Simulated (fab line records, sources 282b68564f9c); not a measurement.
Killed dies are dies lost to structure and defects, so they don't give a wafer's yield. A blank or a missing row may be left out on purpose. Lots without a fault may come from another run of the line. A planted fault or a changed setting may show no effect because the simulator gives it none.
A struck lot beside a sound one | flow rit_cmos | 43 steps out of a route of 202
Sound: wafers L142.2, L142.4, L142.5. Struck: wafers L139.2, L139.5. (L139.4 of the same lot was not struck and is left out.) The cause comes at the end.
At each step with rows: each side's tool, then ch and its chambers, then its first start. Under that, the readings that differ: sound wafers | struck wafers | difference of the means | sigmas: that difference in standard deviations of wafers without a fault.
alike: readings whose means differ by less than 2 such deviations, and words and numbers that are the same on both sides. not compared: withheld readings, readings that some wafer has no value for, bounds like >300 that may hide the same value, and numbers for which the record gives no deviation and whose values overlap.
The two part at a step that has a row with sigmas, a row that says differs or no value, or rows on one side only. Numbers that don't overlap but have no deviation are shown without sigmas and don't part them. A reading that every wafer of one side lacks parts them only if that side has two wafers or more.

first, 1 step without rows for these wafers: RIT_WELLDRIVE_ANNEAL_00 (time 14700 s).
RIT_WELLDRIVE_RS_MEAS_01: measures by four-point-probe.
  sound on film_metro-04, day 5 18:36; struck on film_metro-02, day 5 04:47
  alike: NWELL_RS
RIT_WELLDRIVE_RS_MEAS_02: measures by four-point-probe.
  sound on film_metro-04, day 5 18:43; struck on film_metro-02, day 5 04:54
  alike: PWELL_RS
then, 6 steps without rows for these wafers: RIT_NRETRO_HMDS_00 (prime time 60 s); RIT_NRETRO_COAT_01 (resist thk 1300 nm); RIT_NRETRO_SOFTBAKE_02 (time 60 s); RIT_NRETRO_EXPOSE_03 (exposes mask M4, target cd 43900 nm); RIT_NRETRO_PEB_04; RIT_NRETRO_DEVELOP_05 (develop time 68 s).
RIT_NRETRO_OVL_MEAS_06:
  sound on overlay-01, day 5 19:50; struck on overlay-02, day 5 06:01
  alike: NRETRO_OVL
then, 2 steps without rows for these wafers: RIT_NRETRO_HARDBAKE_07 (time 120 s); RIT_NRETRO_IMPLANT_08.
RIT_NRETRO_STRIP_09: strips in O2, time 180 s.
  sound on plasma_asher-01 ch 0,1, day 5 20:16; struck on plasma_asher-02 ch 1, day 5 06:27
  alike: drypump_motor_current_A
  not compared: rf_hours_counter_h
RIT_NRETRO_TW_MEAS_10:
  sound on film_metro-04, day 5 20:26; struck on film_metro-03, day 5 06:38
  alike: NRETRO_TW
then, 6 steps without rows for these wafers: RIT_PRETRO_HMDS_00 (prime time 60 s); RIT_PRETRO_COAT_01 (resist thk 1300 nm); RIT_PRETRO_SOFTBAKE_02 (time 60 s); RIT_PRETRO_EXPOSE_03 (exposes mask M5, target cd 43700 nm); RIT_PRETRO_PEB_04; RIT_PRETRO_DEVELOP_05 (develop time 68 s).
RIT_PRETRO_OVL_MEAS_06:
  sound on overlay-02, day 5 21:23; struck on overlay-01, day 5 07:41
  alike: PRETRO_OVL
then, 2 steps without rows for these wafers: RIT_PRETRO_HARDBAKE_07 (time 120 s); RIT_PRETRO_IMPLANT_08.
RIT_PRETRO_STRIP_09: strips in O2, time 180 s.
  sound on plasma_asher-01 ch 0,1, day 5 21:49; struck on plasma_asher-03 ch 0,1, day 5 08:07
  alike: drypump_motor_current_A
  not compared: rf_hours_counter_h
RIT_PRETRO_TW_MEAS_10:
  sound on film_metro-01, day 5 22:00; struck on film_metro-02, day 5 08:19
  alike: PRETRO_TW
then, 5 steps without rows for these wafers: RIT_GATE_WET_ETCH_00 (etches SiO2 in BOE, target depth 56 nm, time 60 s); RIT_GATE_CLEAN_01 (cleans in SC1, time 600 s); RIT_GATE_CLEAN_02 (cleans in dHF, time 30 s); RIT_GATE_CLEAN_03 (cleans in SC2, time 600 s); RIT_GATE_CLEAN_04 (cleans in dHF, time 60 s).
RIT_FOX2_THK_MEAS_91:
  sound on film_metro-03, day 5 22:29; struck on film_metro-02, day 5 08:48
  alike: FIELD_OXIDE_LEFT_2_THK
then, 2 steps without rows for these wafers: RIT_GATE_OXIDATION_05 (target thk 3 nm, ox time 270 s); RIT_GATE_ANNEAL_06 (time 600 s).
RIT_GATE_THK_MEAS_07:
  sound on film_metro-01, day 6 00:04; struck on film_metro-02, day 5 12:11
  alike: GATE_OXIDE_THK
then, 1 step without rows for these wafers: RIT_GATE_CVD_08 (deposits poly-Si from SiH4, target thk 250 nm, time 2220 s).
RIT_GATE_THK_MEAS_09:
  sound on film_metro-02, day 6 01:45; struck on film_metro-01, day 5 13:52
  reading            | sound             | struck      | difference | sigmas
  GATE_POLY_THK (nm) | 247.4 246.4 246.7 | 253.0 255.2 | +7.3       | +3
then, 6 steps without rows for these wafers: RIT_GATE_HMDS_10 (prime time 60 s); RIT_GATE_COAT_11 (resist thk 850 nm); RIT_GATE_SOFTBAKE_12 (time 60 s); RIT_GATE_EXPOSE_13 (exposes mask M6, target cd 150 nm); RIT_GATE_PEB_14; RIT_GATE_DEVELOP_15 (develop time 50 s).
RIT_M1_PROBE_99:
  sound on prober-01, day 6 23:58; struck on prober-02, day 6 11:50
  reading             | sound | struck | difference | sigmas
  killed_at_front_end | 7 8 7 | 49 46  | +40        | +13
  killed_dies         | 7 8 7 | 49 46  | +40        | +13
  alike: killed_at_contacts, killed_open, killed_short

WHERE THEY PART
First at RIT_GATE_THK_MEAS_09; last, within this record, at RIT_M1_PROBE_99.

WHY: what the simulator had put in
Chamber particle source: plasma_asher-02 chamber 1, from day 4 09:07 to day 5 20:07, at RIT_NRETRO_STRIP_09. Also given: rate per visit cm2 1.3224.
